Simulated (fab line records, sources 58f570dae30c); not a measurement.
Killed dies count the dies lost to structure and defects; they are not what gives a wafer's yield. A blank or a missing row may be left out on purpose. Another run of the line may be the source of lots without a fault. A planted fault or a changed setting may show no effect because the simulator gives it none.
Which tool did it? | flow berkeley cmos170 | Sampling: 14 lots, 42 wafers, 4 of 331 route steps

## WHAT EACH GAUGE READ, for each wafer
UCB170_START_THK_MEAS_03. Usual: START_OXIDE_THK typically reads 20.0 nm, with standard deviation 0.41.
lot  | measured    | on            | START_OXIDE_THK (nm) | flag
L104 | day 1 14:16 | film metro-02 | 19.9 20.3 19.7       |
L105 | day 1 19:56 | film metro-04 | 20.3 20.0 20.0       |
L106 | day 2 02:13 | film metro-04 | 19.7 19.8 20.2       |
L107 | day 2 05:16 | film metro-04 | 20.5 20.6 20.4       |
L108 | day 2 11:02 | film metro-03 | 20.2 20.1 19.5       |
L109 | day 2 17:43 | film metro-04 | 19.7 20.0 19.4       |
L110 | day 2 17:43 | film metro-02 | 20.0 19.6 19.9       |
L113 | day 3 10:39 | film metro-02 | 20.6 20.6 20.2       |
L114 | day 3 17:25 | film metro-04 | 19.7 19.9 19.7       |
L118 | day 4 12:19 | film metro-03 | 20.0 20.0 20.0       |
L120 | day 4 22:10 | film metro-04 | 20.7 20.7 20.4       |
L123 | day 5 13:04 | film metro-04 | 20.1 19.8 20.2       |
L124 | day 5 18:46 | film metro-04 | 19.9 20.0 20.1       |
L127 | day 6 09:46 | film metro-04 | 20.2 19.9 19.4       |

UCB170_NSD_OVL_MEAS_07. Usual: NSD_OVL typically reads -3 nm, with standard deviation 4.9.
lot  | measured     | on         | NSD_OVL (nm) | flag
L104 | day 7 01:49  | overlay-02 | -8 -5 -4     |
L105 | day 7 12:48  | overlay-01 | -4 -8 7      |
L106 | day 7 12:34  | overlay-01 | -8 6 -7      |
L107 | day 7 12:56  | overlay-01 | -2 -2 -3     |
L108 | day 7 17:13  | overlay-02 | -2 -3 -4     |
L109 | day 7 17:39  | overlay-01 | 0 -8 -4      |
L110 | day 8 02:26  | overlay-02 | -3 2 -7      |
L113 | day 8 02:42  | overlay-01 | -2 -5 5      |
L114 | day 9 01:23  | overlay-01 | -9 -8 -6     |
L118 | day 10 03:40 | overlay-02 | -1 1 -5      |
L120 | day 10 03:52 | overlay-02 | 5 1 4        |
L123 | day 10 14:31 | overlay-01 | 1 11 0       |
L124 | day 11 04:20 | overlay-02 | 7 5 4        |
L127 | day 11 19:39 | overlay-01 | -5 -7 -5     |

## WHICH TOOL RAN EACH LOT (tool, then ch and the chambers of the sampled wafers, then the start)
lot  | UCB170_GATE_WET_ETCH_00         | UCB170_PSD_STRIP_09
L104 | wet bench-03 ch 0, day 5 23:51  | plasma asher-04 ch 0, day 6 23:55
L105 | wet bench-03 ch 0, day 6 09:53  | plasma asher-02 ch 0,1, day 7 10:10
L106 | wet bench-03 ch 0, day 6 10:13  | plasma asher-03 ch 0, day 7 09:52
L107 | wet bench-03 ch 2, day 6 09:57  | plasma asher-02 ch 0,1, day 7 09:38
L108 | wet bench-01 ch 3, day 6 17:35  | plasma asher-02 ch 0,1, day 7 15:42
L109 | wet bench-03 ch 2, day 6 17:22  | plasma asher-04 ch 0,1, day 7 15:59
L110 | wet bench-02 ch 1, day 7 02:01  | plasma asher-03 ch 0,1, day 8 00:08
L113 | wet bench-03 ch 0, day 7 01:38  | plasma asher-04 ch 0,1, day 7 23:52
L114 | wet bench-02 ch 2, day 8 02:08  | plasma asher-04 ch 0,1, day 8 23:52
L118 | wet bench-03 ch 1, day 8 19:12  | plasma asher-02 ch 0,1, day 10 00:56
L120 | wet bench-01 ch 1, day 8 22:47  | plasma asher-03 ch 0,1, day 10 01:20
L123 | wet bench-02 ch 3, day 9 11:04  | plasma asher-04 ch 0, day 10 11:31
L124 | wet bench-01 ch 2, day 10 03:11 | plasma asher-04 ch 0,1, day 11 02:40
L127 | wet bench-02 ch 1, day 10 15:22 | plasma asher-02 ch 0,1, day 11 16:44
- UCB170_GATE_WET_ETCH_00: etches SiO2 in dHF, time 200 s.
- UCB170_PSD_STRIP_09: strips in O2.

## AS READ BY THE TOOLS THEMSELVES (means over the sampled wafers that have a number; for cases with no such wafer, the mark the record gives instead)
UCB170_PSD_STRIP_09. Usual: chamber pressure mTorr 3500 mTorr, standard deviation 3.2; drypump motor current A 5.61 A, standard deviation 0.25; oes product au 0.600 a.u., standard deviation 0.0046; strip time to endpoint s 29.42 s, standard deviation 0.079.
lot  | tool            | chamber pressure mTorr (mTorr) | drypump motor current A (A) | oes product au (a.u.) | strip time to endpoint s (s) | flag
L104 | plasma asher-04 | 3501                           | 5.35                        | 0.601                 | 29.34                        |
L105 | plasma asher-02 | 3502                           | 5.51                        | 0.602                 | 29.39                        |
L106 | plasma asher-03 | 3498                           | 5.68                        | 0.602                 | 29.42                        |
L107 | plasma asher-02 | 3498                           | 5.54                        | 0.603                 | 29.34                        |
L108 | plasma asher-02 | 3499                           | 5.51                        | 0.601                 | 29.37                        |
L109 | plasma asher-04 | 3503                           | 5.45                        | 0.603                 | 29.35                        |
L110 | plasma asher-03 | 3495                           | 5.86                        | 0.600                 | 29.34                        |
L113 | plasma asher-04 | 3502                           | 5.49                        | 0.605                 | 29.38                        |
L114 | plasma asher-04 | 3500                           | 5.42                        | 0.596                 | 29.45                        |
L118 | plasma asher-02 | 3498                           | 5.52                        | 0.607                 | 29.38                        |
L120 | plasma asher-03 | 3499                           | 6.03                        | 0.601                 | 29.51                        |
L123 | plasma asher-04 | 3502                           | 5.35                        | 0.605                 | 29.42                        |
L124 | plasma asher-04 | 3504                           | 5.42                        | 0.600                 | 29.37                        |
L127 | plasma asher-02 | 3499                           | 5.58                        | 0.597                 | 29.52                        |

## THE ANSWER, worked out from the rows above alone
Rule: lot off if the mean of its wafers having a number is beyond 3 standard deviations from the usual mean. Also off: a lot with no number at a reading for which 4 or more lots have one. Where the step has rows for the other lots, those lots are counted as sound. First the gauges in route order, then the tools' own readings, where a lot's mean is used as printed above. At the first step where some lot is off, the reading lying furthest off is the one used; lots without a number count as furthest.
Across all readings shown, no lot is off: no conclusion can be drawn from this.

## WHAT WAS PUT IN BY THE SIMULATOR
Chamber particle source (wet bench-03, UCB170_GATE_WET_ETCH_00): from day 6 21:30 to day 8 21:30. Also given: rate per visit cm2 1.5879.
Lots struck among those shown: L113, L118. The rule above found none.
